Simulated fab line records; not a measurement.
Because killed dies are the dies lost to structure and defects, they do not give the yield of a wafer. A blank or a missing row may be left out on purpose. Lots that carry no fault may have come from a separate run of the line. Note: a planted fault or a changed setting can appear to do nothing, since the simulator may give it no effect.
Which tool did it? :: flow ritCmos :: 7 lots, 21 wafers sampled, at 2 steps of a route of 202

WHAT THE GAUGES SHOWED, per wafer
RIT_NWELL_TW_MEAS_10.
lot: L762
measured: day 2 04:46
on: filmMetro-04
NWELL_TW: 2127 2141 2141

lot: L764
measured: day 2 12:15
on: filmMetro-03
NWELL_TW: 2100 2112 2106

lot: L766
measured: day 2 22:02
on: filmMetro-03
NWELL_TW: 2108 2101 2097

lot: L768
measured: day 3 07:44
on: filmMetro-02
NWELL_TW: 2112 2118 2114

lot: L770
measured: day 3 18:53
on: filmMetro-02
NWELL_TW: 2123 2110 2113

lot: L777
measured: day 5 05:48
on: filmMetro-02
NWELL_TW: 1869 1869 1867

lot: L783
measured: day 6 11:49
on: filmMetro-04
NWELL_TW: 2144 2136 2140

WHAT TOOL EACH LOT RAN ON (gives the tool, then ch and the chambers of the sampled wafers, and finally the start)
lot: L762
RIT_NWELL_IMPLANT_08: implanter-01 ch 0, day 2 04:28

lot: L764
RIT_NWELL_IMPLANT_08: implanter-04 ch 0, day 2 11:56

lot: L766
RIT_NWELL_IMPLANT_08: implanter-03 ch 0, day 2 21:44

lot: L768
RIT_NWELL_IMPLANT_08: implanter-03 ch 0, day 3 07:25

lot: L770
RIT_NWELL_IMPLANT_08: implanter-03 ch 0, day 3 18:34

lot: L777
RIT_NWELL_IMPLANT_08: implanter-04 ch 0, day 5 05:29

lot: L783
RIT_NWELL_IMPLANT_08: implanter-01 ch 0, day 6 11:31
- RIT_NWELL_IMPLANT_08

THE ANSWER, worked out from the rows above alone
Rule: what is usual is taken from the lots themselves. The widest of any qualifying gaps counts: lots, ordered by their means at a reading, are off when they make up no more than a third of the lots, leave a main group of 4 or more, and stand apart from it by 3 or more times the standard deviation of that group's means. The tables above print the reading to a certain number of digits; a main group whose means all agree to those digits is not used. Also off: a lot with no number at a reading for which 4 or more lots have one. All remaining lots with rows at the step are treated as sound.
Off: at RIT_NWELL_TW_MEAS_10 (NWELL_TW), L777. Main group: mean 2119, sd 14.
A tool fits if, at a process step before that reading, it ran every lot that is off, and no sound lot after the first of them. Those tools and the gauges at RIT_NWELL_TW_MEAS_10 are tried in the same way. This does not decide it: 2 tools fit, namely implanter-04 at RIT_NWELL_IMPLANT_08 and filmMetro-02 at RIT_NWELL_TW_MEAS_10.

WHAT THE SIMULATOR PUT IN
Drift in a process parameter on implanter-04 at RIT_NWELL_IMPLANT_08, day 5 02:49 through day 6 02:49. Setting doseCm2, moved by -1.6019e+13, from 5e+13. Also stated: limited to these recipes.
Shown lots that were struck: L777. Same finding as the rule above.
